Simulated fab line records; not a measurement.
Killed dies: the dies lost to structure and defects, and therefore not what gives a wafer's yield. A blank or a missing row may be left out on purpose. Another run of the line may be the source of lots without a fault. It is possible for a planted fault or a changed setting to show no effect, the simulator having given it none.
fab line records ; flow rit-cmos ; part 2 of 2: steps 33 to 44 of 44
[record] lots = 5; wafers = 15; last-day = 6
route steps=202 shown PLDD@120 SPACER@125 NSD@131 PSD@142 SDANNEAL@153 NLDD@160 SILICIDE@161
lots that met no fault: taken from a fault-free run of the same line
start-h: start of the lot's first displayed wafer, in hours after the record's first day ; wait-h: how many hours have passed since the lot's step before this one ; " as in the row above ; L1.1+2: several wafers, shown together as one row ; - value missing, or start not given ; * or withheld: withheld ; < > ~ a bound
route shown NAME@n: a module of which the file shows steps, and the number in the route of the first ; usual: average and standard deviation across the fault-free wafers ; same: alike in all rows ; chamber/n: place in a boat ; sites: the reading at each site ; _std_site: how widely they spread, as a standard deviation ; _edge_site: outer sites' mean less inner sites' ; radius-mm: for every site, how far away it sits from the centre of the wafer ; mask NAME#n: copy n ; behind: the last tool/chamber to shape the wafer ; hold: what put the lot on hold/how long, in hours/how the hold closed ; device: which transistor (n, p or np) failed to switch ; end of line: tests of these same wafers at the route's end ; a step without rows: its recipe alone ; killed: count of dies lost to structure and defects at first sort (not the wafer's yield) ; map: dies across one wafer; x = killed, . = not, _ = none there
set.NAME: the run value of the setting; set.NAME@STEP: its run value at that earlier step ; model.NAME: the simulator's own value behind a step, which no gauge read
lots seen at some steps along the route; tables by step, rows by wafer
services: a tool's chamber out of use, with start hour (start-h, from the record's first day; less than 0 if before it), hours out, and reason
[[steps]]
[step RIT_PSD_TW_MEAS_10]
[usual] PSD_TW = 3437/24
lot.wafer;tool;chamber;start-h;wait-h;PSD_TW
L078.1;film-metro-02;-;70.71;0.1;3402
L078.3;film-metro-02;-;70.71;0.1;3391
L078.5;film-metro-02;-;70.71;0.1;3411
L083.1;film-metro-03;-;99.16;0.1;3451
L083.2;film-metro-03;-;99.16;0.1;3448
L083.5;film-metro-03;-;99.16;0.1;3451
L084.3;film-metro-04;-;104.16;0.1;3446
L084.4;film-metro-04;-;104.16;0.1;3447
L084.5;film-metro-04;-;104.16;0.1;3449
L089.2;film-metro-03;-;124.42;0.1;3453
L089.3;film-metro-03;-;124.42;0.1;3468
L089.4;film-metro-03;-;124.42;0.1;3446
L091.3;film-metro-04;-;135.28;0.1;3465
L091.4;film-metro-04;-;135.28;0.1;3475
L091.5;film-metro-04;-;135.28;0.1;3477
[step RIT_SDANNEAL_CLEAN_00]
[recipe] chemistry = SC1; mix = 3:3:50; time-s = 600; temp-c = 75
lot.wafer;tool;chamber;start-h;wait-h
L078.1+3+5;wet-bench-03;3;70.77;0.1
L083.1+2+5;wet-bench-03;0;99.22;0.1
L084.3+4+5;wet-bench-02;1;104.20;0.0
L089.2+3+4;wet-bench-03;0;124.47;0.0
L091.3+4+5;wet-bench-03;2;135.32;0.0
[step RIT_SDANNEAL_CLEAN_01]
[recipe] chemistry = dHF; dilution = 50:1; time-s = 29.45
lot.wafer;tool;chamber;start-h;wait-h
L078.1+3+5;wet-bench-02;1;70.94;0.0
L083.1+2+5;wet-bench-04;2;99.39;0.0
L084.3+4+5;wet-bench-02;1;104.38;0.0
L089.2+3+4;wet-bench-02;3;124.68;0.0
L091.3+4+5;wet-bench-04;1;135.54;0.0
[step RIT_SDANNEAL_CLEAN_02]
[recipe] chemistry = SC2; mix = 3:3:50; time-s = 600; temp-c = 75; dry = n2-spin
lot.wafer;tool;chamber;start-h;wait-h
L078.1+3+5;wet-bench-03;0;70.96;0.0
L083.1+2+5;wet-bench-03;2;99.41;0.0
L084.3+4+5;wet-bench-02;2;104.39;0.0
L089.2+3+4;wet-bench-03;2;124.70;0.0
L091.3+4+5;wet-bench-02;0;135.56;0.0
[step RIT_SDANNEAL_RTA_03]
[recipe] temp-c = 1050; time-s = 5; idle-temp-c = 600; ramp-up-c-per-s = 342; ramp-down-c-per-s = 171; cool-to-c = 600; ambient = N2
[usual] ramp-down-c-per-s = 171.00/0.03; wafer_temp_C_max = 1053.5/1.2
lot.wafer;tool;chamber;start-h;wait-h;ramp-down-c-per-s;wafer_temp_C_max
L078.1;rtp-anneal-01;0;71.14;0.0;171.00;1056.0
L078.3;rtp-anneal-01;0;71.14;0.0;171.01;1051.1
L078.5;rtp-anneal-01;0;71.14;0.0;171.01;1055.7
L083.1;rtp-anneal-02;0;99.58;0.0;171.04;1053.2
L083.2;rtp-anneal-02;0;99.58;0.0;170.96;1053.0
L083.5;rtp-anneal-02;0;99.58;0.0;170.99;1053.8
L084.3;rtp-anneal-01;0;104.61;0.0;170.96;1054.3
L084.4;rtp-anneal-01;0;104.61;0.0;171.02;1052.8
L084.5;rtp-anneal-01;0;104.61;0.0;171.02;1054.8
L089.2;rtp-anneal-02;0;124.92;0.0;171.04;1055.6
L089.3;rtp-anneal-02;0;124.92;0.0;171.01;1055.1
L089.4;rtp-anneal-02;0;124.92;0.0;170.98;1053.0
L091.3;rtp-anneal-02;0;135.79;0.0;171.07;1051.9
L091.4;rtp-anneal-02;0;135.79;0.0;171.00;1054.5
L091.5;rtp-anneal-02;0;135.79;0.0;171.01;1054.0
[step RIT_SDANNEAL_RS_MEAS_04]
[recipe] thk-meas-gauge = four-point-probe
[usual] PSD_RS = 116.1/0.3
lot.wafer;tool;chamber;start-h;wait-h;PSD_RS[ohm/sq]
L078.1;film-metro-04;-;71.25;0.1;116.3
L078.3;film-metro-04;-;71.25;0.1;116.0
L078.5;film-metro-04;-;71.25;0.1;116.0
L083.1;film-metro-03;-;99.64;0.0;116.7
L083.2;film-metro-03;-;99.64;0.0;116.5
L083.5;film-metro-03;-;99.64;0.0;116.7
L084.3;film-metro-02;-;104.73;0.1;115.7
L084.4;film-metro-02;-;104.73;0.1;115.8
L084.5;film-metro-02;-;104.73;0.1;115.8
L089.2;film-metro-02;-;124.99;0.1;116.0
L089.3;film-metro-02;-;124.99;0.1;116.1
L089.4;film-metro-02;-;124.99;0.1;116.6
L091.3;film-metro-04;-;135.91;0.1;116.1
L091.4;film-metro-04;-;135.91;0.1;116.1
L091.5;film-metro-04;-;135.91;0.1;115.9
[step RIT_SDANNEAL_RS_MEAS_05]
[recipe] thk-meas-gauge = four-point-probe
[usual] NSD_RS = 84.5/0.33
lot.wafer;tool;chamber;start-h;wait-h;NSD_RS[ohm/sq]
L078.1;film-metro-04;-;71.37;0.1;84.6
L078.3;film-metro-04;-;71.37;0.1;84.5
L078.5;film-metro-04;-;71.37;0.1;84.4
L083.1;film-metro-03;-;99.76;0.1;84.6
L083.2;film-metro-03;-;99.76;0.1;84.6
L083.5;film-metro-03;-;99.76;0.1;84.9
L084.3;film-metro-02;-;104.85;0.1;84.3
L084.4;film-metro-02;-;104.85;0.1;84.5
L084.5;film-metro-02;-;104.85;0.1;84.5
L089.2;film-metro-02;-;125.11;0.1;84.5
L089.3;film-metro-02;-;125.11;0.1;84.2
L089.4;film-metro-02;-;125.11;0.1;84.4
L091.3;film-metro-04;-;136.03;0.1;84.5
L091.4;film-metro-04;-;136.03;0.1;84.8
L091.5;film-metro-04;-;136.03;0.1;84.6
[step RIT_SDANNEAL_RS_MEAS_06]
[recipe] thk-meas-gauge = four-point-probe
[usual] PLDD_RS = 178.7/0.54
lot.wafer;tool;chamber;start-h;wait-h;PLDD_RS[ohm/sq]
L078.1;film-metro-04;-;71.49;0.1;179.9
L078.3;film-metro-04;-;71.49;0.1;179.6
L078.5;film-metro-04;-;71.49;0.1;179.2
L083.1;film-metro-03;-;99.88;0.1;179.5
L083.2;film-metro-03;-;99.88;0.1;179.0
L083.5;film-metro-03;-;99.88;0.1;179.7
L084.3;film-metro-02;-;104.97;0.1;178.2
L084.4;film-metro-02;-;104.97;0.1;178.6
L084.5;film-metro-02;-;104.97;0.1;177.8
L089.2;film-metro-02;-;125.23;0.1;178.4
L089.3;film-metro-02;-;125.23;0.1;178.6
L089.4;film-metro-02;-;125.23;0.1;178.9
L091.3;film-metro-04;-;136.15;0.1;178.6
L091.4;film-metro-04;-;136.15;0.1;178.6
L091.5;film-metro-04;-;136.15;0.1;178.7
[step RIT_SDANNEAL_RS_MEAS_07]
[recipe] thk-meas-gauge = four-point-probe
[usual] NLDD_RS = 151.6/0.58
lot.wafer;tool;chamber;start-h;wait-h;NLDD_RS[ohm/sq]
L078.1;film-metro-04;-;71.61;0.1;151.3
L078.3;film-metro-04;-;71.61;0.1;151.5
L078.5;film-metro-04;-;71.61;0.1;151.2
L083.1;film-metro-03;-;100.00;0.1;152.8
L083.2;film-metro-03;-;100.00;0.1;152.6
L083.5;film-metro-03;-;100.00;0.1;151.8
L084.3;film-metro-02;-;105.09;0.1;150.7
L084.4;film-metro-02;-;105.09;0.1;150.8
L084.5;film-metro-02;-;105.09;0.1;150.0
L089.2;film-metro-02;-;125.35;0.1;150.7
L089.3;film-metro-02;-;125.35;0.1;151.3
L089.4;film-metro-02;-;125.35;0.1;151.1
L091.3;film-metro-04;-;136.27;0.1;151.8
L091.4;film-metro-04;-;136.27;0.1;151.9
L091.5;film-metro-04;-;136.27;0.1;151.1
[step RIT_SILICIDE_WET_ETCH_00]
[recipe] chemistry = BOE; target = SiO2; target-depth-nm = 14; time-s = 15; dry = n2-spin; dilution = 10:1; temp-c = 21.5
lot.wafer;tool;chamber;start-h;wait-h
L078.1+3+5;wet-bench-04;0;71.73;0.1
L083.1+2+5;wet-bench-01;0;100.12;0.1
L084.3+4+5;wet-bench-03;2;105.17;0.1
L089.2+3+4;wet-bench-04;1;125.45;0.1
L091.3+4+5;wet-bench-03;3;136.35;0.1
[step RIT_SILICIDE_SPUTTER_01]
[recipe] material = Ti; target-thk-nm = 30; power-w = 350; chamber-pressure-pa = 0.667; gas = Ar; time-s = 240; substrate-temp-c = 25
[usual] throttle-valve-pct = 29.9/0.91
lot.wafer;tool;chamber;start-h;wait-h;throttle-valve-pct
L078.1;pvd-sputter-04;-;71.76;0.0;28.7
L078.3;pvd-sputter-04;-;71.76;0.0;31.6
L078.5;pvd-sputter-04;-;71.76;0.0;29.1
L083.1;pvd-sputter-03;-;100.14;0.0;29.0
L083.2;pvd-sputter-03;-;100.14;0.0;30.6
L083.5;pvd-sputter-03;-;100.14;0.0;28.9
L084.3;pvd-sputter-04;-;105.18;0.0;29.2
L084.4;pvd-sputter-04;-;105.18;0.0;28.8
L084.5;pvd-sputter-04;-;105.18;0.0;28.9
L089.2;pvd-sputter-03;-;125.46;0.0;30.6
L089.3;pvd-sputter-03;-;125.46;0.0;28.7
L089.4;pvd-sputter-03;-;125.46;0.0;29.8
L091.3;pvd-sputter-03;-;136.36;0.0;28.7
L091.4;pvd-sputter-03;-;136.36;0.0;30.1
L091.5;pvd-sputter-03;-;136.36;0.0;29.7
[step RIT_SILICIDE_RS_MEAS_02]
[recipe] thk-meas-gauge = four-point-probe; reads = Ti_of_SILICIDE_SPUTTER_01
[usual] SILICIDE_TI_RS = 47.8/0.75
lot.wafer;tool;chamber;start-h;wait-h;SILICIDE_TI_RS[ohm/sq]
L078.1;film-metro-03;-;71.91;0.1;48.5
L078.3;film-metro-03;-;71.91;0.1;49.2
L078.5;film-metro-03;-;71.91;0.1;48.3
L083.1;film-metro-01;-;100.29;0.1;46.6
L083.2;film-metro-01;-;100.29;0.1;46.9
L083.5;film-metro-01;-;100.29;0.1;46.8
L084.3;film-metro-01;-;105.37;0.1;47.4
L084.4;film-metro-01;-;105.37;0.1;47.2
L084.5;film-metro-01;-;105.37;0.1;48.2
L089.2;film-metro-03;-;125.63;0.1;47.6
L089.3;film-metro-03;-;125.63;0.1;47.8
L089.4;film-metro-03;-;125.63;0.1;48.2
L091.3;film-metro-01;-;136.55;0.1;47.4
L091.4;film-metro-01;-;136.55;0.1;47.7
L091.5;film-metro-01;-;136.55;0.1;47.8
[[services]]
tool;chamber;start-h;hours;kind
implanter-01;-;42.13;3.2;pm
plasma-asher-02;-;43.47;2.2;repair
pvd-sputter-03;-;64.77;0.5;repair
wet-bench-03;-;67.34;3.2;repair
plasma-asher-03;-;68.20;8.0;repair
plasma-asher-04;-;69.16;10.0;pm
implanter-01;-;72.81;2.4;repair
iline-stepper-01;-;75.87;4.3;pm
plasma-asher-01;-;90.33;1.3;repair
implanter-02;-;91.68;6.2;repair
rie-diel-01;1;91.97;6.0;repair
plasma-asher-04;-;95.39;2.0;repair
rie-diel-01;0;99.73;3.7;repair
rie-diel-01;-;108.20;0.7;repair
plasma-asher-02;-;108.75;9.0;pm
plasma-asher-02;0;108.75;9.0;vent-cycle
plasma-asher-02;1;108.75;9.0;vent-cycle
implanter-01;-;109.16;29.6;pm
rie-diel-03;-;109.82;2.8;pm
plasma-asher-02;0;117.75;-;clean
rie-diel-01;1;123.27;3.6;repair
rie-diel-01;2;132.34;2.6;repair
plasma-asher-02;-;135.05;4.4;repair
implanter-03;-;136.38;6.0;pm
